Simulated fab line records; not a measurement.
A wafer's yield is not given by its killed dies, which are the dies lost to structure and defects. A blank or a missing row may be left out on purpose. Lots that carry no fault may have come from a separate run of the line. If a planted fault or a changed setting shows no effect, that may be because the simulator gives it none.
2 desks looking at one fault | flow ritCmos | numbers are kept per desk, each desk with only its own; the story behind them comes last

## TOOL OWNER'S DESK, lpcvd-02
The tool's own readings at RIT_ACTIVE_CVD_03 (deposits Si3N4 from SiH2Cl2/NH3, target thk 150 nm, time 1500 s): means of the sampled wafers that have a number, for each lot that ran on this tool. A lot is out of limits, marked OUT, if its mean lies more than 4 standard deviations from the usual mean; the brackets give that distance.
Columns: A = spikeTcCentreC at RIT_ACTIVE_CVD_03, usual 813.8 C; B = zonePowerCentrePct at RIT_ACTIVE_CVD_03, usual 37.5 %; C = zonePowerSourcePct at RIT_ACTIVE_CVD_03, usual 20.2 %
lot  | first seen here | A               | B    | C
L311 | day 1 13:37     | 813.5           | 36.8 | 19.9
L312 | day 1 19:35     | 812.9           | 36.9 | 20.0
L313 | day 1 22:19     | 812.4           | 37.0 | 20.1
L314 | day 2 03:07     | 813.7           | 36.5 | 20.0
L318 | day 3 00:19     | 814.4           | 40.7 | 19.8
L320 | day 3 13:25     | 813.6           | 36.7 | 20.1
L322 | day 3 22:03     | 813.6           | 36.8 | 19.9
L328 | day 5 04:53     | 841.9 (+26) OUT | 47.2 | 18.4 (-4.3) OUT
L330 | day 5 13:58     | 841.6 (+25) OUT | 46.8 | 18.5
Finding of this desk: L328, L330 out of limits; the first was L328 at day 5 04:53, on spikeTcCentreC at RIT_ACTIVE_CVD_03. Within limits: L311, L312, L313, L314, L318, L320, L322.

## AT THE METROLOGY DESK
Means of the sampled wafers that have a number, per lot and without regard to the tool the lot ran on: this is what the gauges read. A lot is out of limits, marked OUT, if its mean lies more than 4 standard deviations from the usual mean; the brackets give that distance.
Columns: A = ACTIVE_NITRIDE_THK at RIT_ACTIVE_THK_MEAS_04, usual 150.2 nm
lot  | first seen here | A
L311 | day 1 15:02     | 148.7
L312 | day 1 21:00     | 147.4
L313 | day 1 23:45     | 148.8
L314 | day 2 04:32     | 150.2
L316 | day 2 15:31     | 151.4
L317 | day 2 21:14     | 151.0
L318 | day 3 01:44     | 150.3
L319 | day 3 07:13     | 150.2
L320 | day 3 14:50     | 150.5
L322 | day 3 23:29     | 150.2
L325 | day 4 13:14     | 150.0
L327 | day 4 23:29     | 149.2
L328 | day 5 07:01     | 170.4 (+17) OUT
L330 | day 5 16:06     | 177.7 (+23) OUT
Per this desk, out of limits: L328, L330; the first was L328, day 5 07:01 (ACTIVE_NITRIDE_THK at RIT_ACTIVE_THK_MEAS_04). Within limits: L311, L312, L313, L314, L316, L317, L318, L319, L320, L322, L325, L327.

## BROUGHT TOGETHER
An alarm could have come from the tool owner's desk at day 5 04:53, on L328, L330.
L328, L330 would have let the metrology desk raise an alarm at day 5 07:01.
Every lot named ran RIT_ACTIVE_CVD_03 on lpcvd-02.

## WHAT THE SIMULATOR PUT IN
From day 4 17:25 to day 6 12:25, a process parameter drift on lpcvd-02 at RIT_ACTIVE_CVD_03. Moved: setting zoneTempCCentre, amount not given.
Lots struck among those shown: L328, L330.
Counting hours from when the fault started, the first reading out of limits came at 11 for the tool owner's desk and at 14 for the metrology desk.
